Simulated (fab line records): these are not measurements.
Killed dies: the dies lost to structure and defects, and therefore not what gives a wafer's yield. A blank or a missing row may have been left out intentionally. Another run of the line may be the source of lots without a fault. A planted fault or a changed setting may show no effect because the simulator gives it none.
Which tool is to blame?	flow rit cmos	13 lots, 39 wafers sampled, at 5 steps of a route of 202

## WHAT EACH GAUGE READ, for each wafer
RIT_ACTIVE_CD_MEAS_11: target cd 1400 nm.
lot	measured	on	cd nm (nm)
L860	day 1 15:52	cd sem-02	1396.9 1399.8 1399.5
L862	day 2 00:54	cd sem-02	1401.5 1403.9 1402.7
L863	day 2 06:30	cd sem-02	1399.2 1397.8 1397.6
L865	day 2 15:43	cd sem-02	1399.3 1398.8 1401.0
L869	day 3 15:59	cd sem-01	1344.7 1370.7 1377.6
L870	day 3 19:01	cd sem-02	1400.3 1400.9 1399.3
L872	day 4 03:53	cd sem-02	1397.3 1394.1 1394.0
L874	day 4 13:43	cd sem-01	1401.9 1403.9 1400.1
L879	day 5 14:12	cd sem-02	1400.5 1401.0 1401.5
L880	day 5 18:41	cd sem-01	1401.2 1400.2 1402.1
L881	day 6 01:03	cd sem-02	1399.3 1399.9 1400.2
L882	day 6 05:49	cd sem-02	1402.3 1402.3 1403.4
L883	day 6 09:26	cd sem-02	1402.1 1404.9 1403.8

RIT_GATE_THK_MEAS_07.
lot	measured	on	GATE_OXIDE_THK (nm)
L860	day 2 12:17	film metro-02	2.97 3.00 3.06
L862	day 2 21:05	film metro-01	3.04 3.00 3.00
L863	day 3 01:48	film metro-02	3.06 3.02 3.09
L865	day 3 12:07	film metro-02	2.98 3.00 2.94
L869	day 4 13:44	film metro-03	2.99 2.97 2.98
L870	day 4 18:17	film metro-01	3.11 3.17 3.12
L872	day 5 00:23	film metro-01	3.06 3.00 2.99
L874	day 5 13:58	film metro-01	2.98 2.96 2.93
L879	day 6 10:53	film metro-03	2.98 2.98 2.99
L880	day 6 18:08	film metro-03	3.00 3.02 2.99
L881	day 6 21:58	film metro-02	2.86 2.90 2.92
L882	day 7 01:50	film metro-01	3.02 3.01 3.07
L883	day 7 08:51	film metro-02	3.07 3.00 3.05

RIT_GATE_OVL_MEAS_17.
lot	measured	on	GATE_OVL (nm)
L860	day 2 15:07	overlay-02	-0.7 -0.3 -1.2
L862	day 3 00:32	overlay-02	-1.2 -2.0 -0.6
L863	day 3 04:34	overlay-02	0.1 1.5 0.1
L865	day 3 17:43	overlay-02	-1.2 -1.6 0.7
L869	day 4 16:26	overlay-02	1.5 1.6 2.1
L870	day 4 21:56	overlay-01	-0.5 1.6 -0.5
L872	day 5 03:53	overlay-01	3.2 2.6 2.4
L874	day 5 16:47	overlay-01	-0.2 -0.6 -1.2
L879	day 6 13:35	overlay-01	-0.6 -0.4 -1.0
L880	day 6 20:50	overlay-02	-2.3 -2.0 -1.5
L881	day 7 01:29	overlay-01	-2.6 0.7 0.3
L882	day 7 04:41	overlay-01	-1.1 -0.7 0.3
L883	day 7 12:16	overlay-01	1.4 2.5 1.2

## WHICH TOOL RAN EACH LOT (tool, then ch and the chambers of the sampled wafers, then the start)
lot	RIT_ACTIVE_EXPOSE_08	RIT_NWELL_STRIP_09
L860	iline stepper-01 ch 0, day 1 15:28	plasma asher-04 ch 0,1, day 1 22:52
L862	iline stepper-01 ch 0, day 2 00:30	plasma asher-02 ch 0,1, day 2 08:18
L863	iline stepper-02 ch 0, day 2 06:06	plasma asher-02 ch 0,1, day 2 12:47
L865	iline stepper-02 ch 0, day 2 15:19	plasma asher-04 ch 0,1, day 2 23:44
L869	iline stepper-01 ch 0, day 3 15:35	plasma asher-04 ch 0,1, day 3 22:31
L870	iline stepper-02 ch 0, day 3 18:37	plasma asher-04 ch 0,1, day 4 01:51
L872	iline stepper-02 ch 0, day 4 03:29	plasma asher-01 ch 0,1, day 4 10:25
L874	iline stepper-02 ch 0, day 4 13:19	plasma asher-04 ch 0,1, day 5 00:28
L879	iline stepper-02 ch 0, day 5 13:48	plasma asher-01 ch 0,1, day 5 20:19
L880	iline stepper-02 ch 0, day 5 18:17	plasma asher-01 ch 0,1, day 6 03:46
L881	iline stepper-01 ch 0, day 6 00:39	plasma asher-01 ch 0,1, day 6 08:31
L882	iline stepper-01 ch 0, day 6 05:25	plasma asher-01 ch 1, day 6 12:52
L883	iline stepper-01 ch 0, day 6 09:02	plasma asher-02 ch 0,1, day 6 17:49
- RIT_ACTIVE_EXPOSE_08: exposes mask M1, target cd 1400 nm.
- RIT_NWELL_STRIP_09: strips in O2, time 180 s.

## AS READ BY THE TOOLS THEMSELVES (means over the sampled wafers that have a number; for cases with no such wafer, the mark the record gives instead)
RIT_ACTIVE_EXPOSE_08.
lot	tool	exposure dose mJ cm2	reticle temp C (C)
L860	iline stepper-01	224.97	22.98
L862	iline stepper-01	224.64	23.06
L863	iline stepper-02	224.66	22.98
L865	iline stepper-02	225.15	22.93
L869	iline stepper-01	219.52	23.02
L870	iline stepper-02	225.17	22.91
L872	iline stepper-02	225.17	23.09
L874	iline stepper-02	224.94	23.10
L879	iline stepper-02	224.90	23.05
L880	iline stepper-02	224.96	22.96
L881	iline stepper-01	224.71	22.79
L882	iline stepper-01	225.10	22.99
L883	iline stepper-01	225.44	23.06

RIT_NWELL_STRIP_09.
lot	tool	drypump motor current A (A)
L860	plasma asher-04	5.9
L862	plasma asher-02	5.9
L863	plasma asher-02	5.8
L865	plasma asher-04	6.1
L869	plasma asher-04	6.1
L870	plasma asher-04	6.1
L872	plasma asher-01	5.5
L874	plasma asher-04	5.9
L879	plasma asher-01	6.0
L880	plasma asher-01	5.5
L881	plasma asher-01	6.0
L882	plasma asher-01	6.6
L883	plasma asher-02	5.9

## THE ANSWER, worked out from the rows above alone
Rule: the usual values come from the lots themselves. The widest of any qualifying gaps counts: lots, ordered by their means at a reading, are off when they make up no more than a third of the lots, leave a main group of 4 or more, and stand apart from it by 3 or more times the standard deviation of that group's means. A main group whose means are all the same, to the digits that the tables above print for the reading, isn't used. A lot without any number at a reading at which 4 lots or more have one is off too. The other lots that the step has rows for count as sound. The gauges are gone through in route order, then the tools' own readings, and for those a lot's mean is taken as printed above. The first step at which some lot is off is used, and at that step the reading that is off furthest; a lot without a number counts as furthest.
Off: L869 (RIT_ACTIVE_CD_MEAS_11, cd nm). The main group: mean 1400.4 nm, standard deviation 2.2.
A tool fits if, at a process step before that reading, it ran every lot that is off, and no sound lot after the first of them. The gauges at RIT_ACTIVE_CD_MEAS_11 aren't tried: what is off there is off at RIT_ACTIVE_EXPOSE_08 too, on other tools, and a gauge's error can't cause that. Of those tried, none fits.

## WHAT THE SIMULATOR HAD INSERTED
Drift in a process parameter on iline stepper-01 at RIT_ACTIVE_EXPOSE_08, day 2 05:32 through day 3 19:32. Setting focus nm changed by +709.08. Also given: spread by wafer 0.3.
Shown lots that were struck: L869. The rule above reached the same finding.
